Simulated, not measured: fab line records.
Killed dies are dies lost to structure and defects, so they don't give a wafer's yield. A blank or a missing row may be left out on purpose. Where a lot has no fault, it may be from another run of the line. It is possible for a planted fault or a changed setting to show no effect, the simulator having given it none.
The tool behind it: which one? -- flow ritCmos -- Sampling: 15 lots, 45 wafers, 2 of 202 route steps

## WHAT THE GAUGES READ, wafer by wafer
RIT_SDANNEAL_RS_MEAS_04: measurement is done with a four-point probe. Usual: PSD_RS 116.1 ohm/sq, standard deviation 0.3.
lot,measured,on,PSD_RS (ohm/sq),flag
L759,day 3 05:14,filmMetro-03,116.4 116.2 115.8,
L760,day 3 08:05,filmMetro-03,116.4 116.1 116.2,
L761,day 3 12:56,filmMetro-02,115.3 115.5 115.9,
L763,day 3 23:16,filmMetro-04,116.0 115.9 116.3,
L764,day 4 09:54,filmMetro-04,144.6 145.0 144.9 145.0 144.8 144.9,OFF
L766,day 4 14:40,filmMetro-03,144.8 144.7 144.7 145.0 144.8 144.6,OFF
L768,day 5 03:41,filmMetro-03,145.1 145.2 145.2 145.4 145.2 145.2,OFF
L773,day 6 02:21,filmMetro-04,116.0 115.6 115.8,
L775,day 6 10:18,filmMetro-04,115.8 116.0 116.0,
L777,day 6 22:05,filmMetro-04,116.3 115.9 116.0,
L778,day 7 05:50,filmMetro-02,116.3 115.8 116.3,
L779,day 7 11:20,filmMetro-03,116.9 116.4 116.4,
L780,day 7 12:54,filmMetro-02,116.2 116.0 116.2,
L781,day 7 18:04,filmMetro-03,116.0 115.7 116.0,
L782,day 8 02:32,filmMetro-03,116.4 116.1 116.4,

## TOOL THAT RAN EACH LOT (tool first, then ch and the chambers of the sampled wafers, then the start)
lot,RIT_SDANNEAL_RTA_03
L759,"rtpAnneal-01 ch 0, day 3 05:10"
L760,"rtpAnneal-02 ch 0, day 3 08:01"
L761,"rtpAnneal-01 ch 0, day 3 12:49"
L763,"rtpAnneal-01 ch 0, day 3 23:09"
L764,"rtpAnneal-02 ch 0, day 4 09:51"
L766,"rtpAnneal-02 ch 0, day 4 14:35"
L768,"rtpAnneal-02 ch 0, day 5 03:36"
L773,"rtpAnneal-01 ch 0, day 6 02:14"
L775,"rtpAnneal-01 ch 0, day 6 10:13"
L777,"rtpAnneal-01 ch 0, day 6 22:01"
L778,"rtpAnneal-02 ch 0, day 7 05:46"
L779,"rtpAnneal-01 ch 0, day 7 11:16"
L780,"rtpAnneal-02 ch 0, day 7 12:50"
L781,"rtpAnneal-01 ch 0, day 7 18:00"
L782,"rtpAnneal-02 ch 0, day 8 02:27"
- RIT_SDANNEAL_RTA_03: time 5 s.

## AS READ BY THE TOOLS THEMSELVES (means over the sampled wafers that have a number; for cases with no such wafer, the mark the record gives instead)
RIT_SDANNEAL_RTA_03. Usual: 1053.5 for wafer_temp_C_max, sd 1.2.
lot,tool,wafer_temp_C_max,flag
L759,rtpAnneal-01,1054.5,
L760,rtpAnneal-02,1053.9,
L761,rtpAnneal-01,1053.2,
L763,rtpAnneal-01,1054.4,
L764,rtpAnneal-02,1012.8,OFF
L766,rtpAnneal-02,1014.1,OFF
L768,rtpAnneal-02,1013.8,OFF
L773,rtpAnneal-01,1053.0,
L775,rtpAnneal-01,1053.3,
L777,rtpAnneal-01,1054.5,
L778,rtpAnneal-02,1053.3,
L779,rtpAnneal-01,1053.1,
L780,rtpAnneal-02,1053.8,
L781,rtpAnneal-01,1052.8,
L782,rtpAnneal-02,1052.5,

## THE ANSWER, worked out from the rows above alone
Rule: a lot is off if the mean of its wafers that have a number lies more than 3 standard deviations from the usual mean. A lot without any number at a reading at which 4 lots or more have one is off too. The other lots that the step has rows for count as sound. First the gauges in route order, then the tools' own readings, where a lot's mean is used as printed above. The first step at which some lot is off is used, and at that step the reading that is off furthest; a lot without a number counts as furthest.
Off: at RIT_SDANNEAL_RS_MEAS_04 (PSD_RS), L764, L766, L768.
If a tool, at a process step before that reading, ran all the lots that are off and no sound lot after the first of them, it fits. Not tried: the gauges at RIT_SDANNEAL_RS_MEAS_04; whatever is off there is also off at RIT_SDANNEAL_RTA_03, on other tools, and gauge error can't account for it. None of those tried fits.

## WHAT HAD BEEN PUT IN BY THE SIMULATOR
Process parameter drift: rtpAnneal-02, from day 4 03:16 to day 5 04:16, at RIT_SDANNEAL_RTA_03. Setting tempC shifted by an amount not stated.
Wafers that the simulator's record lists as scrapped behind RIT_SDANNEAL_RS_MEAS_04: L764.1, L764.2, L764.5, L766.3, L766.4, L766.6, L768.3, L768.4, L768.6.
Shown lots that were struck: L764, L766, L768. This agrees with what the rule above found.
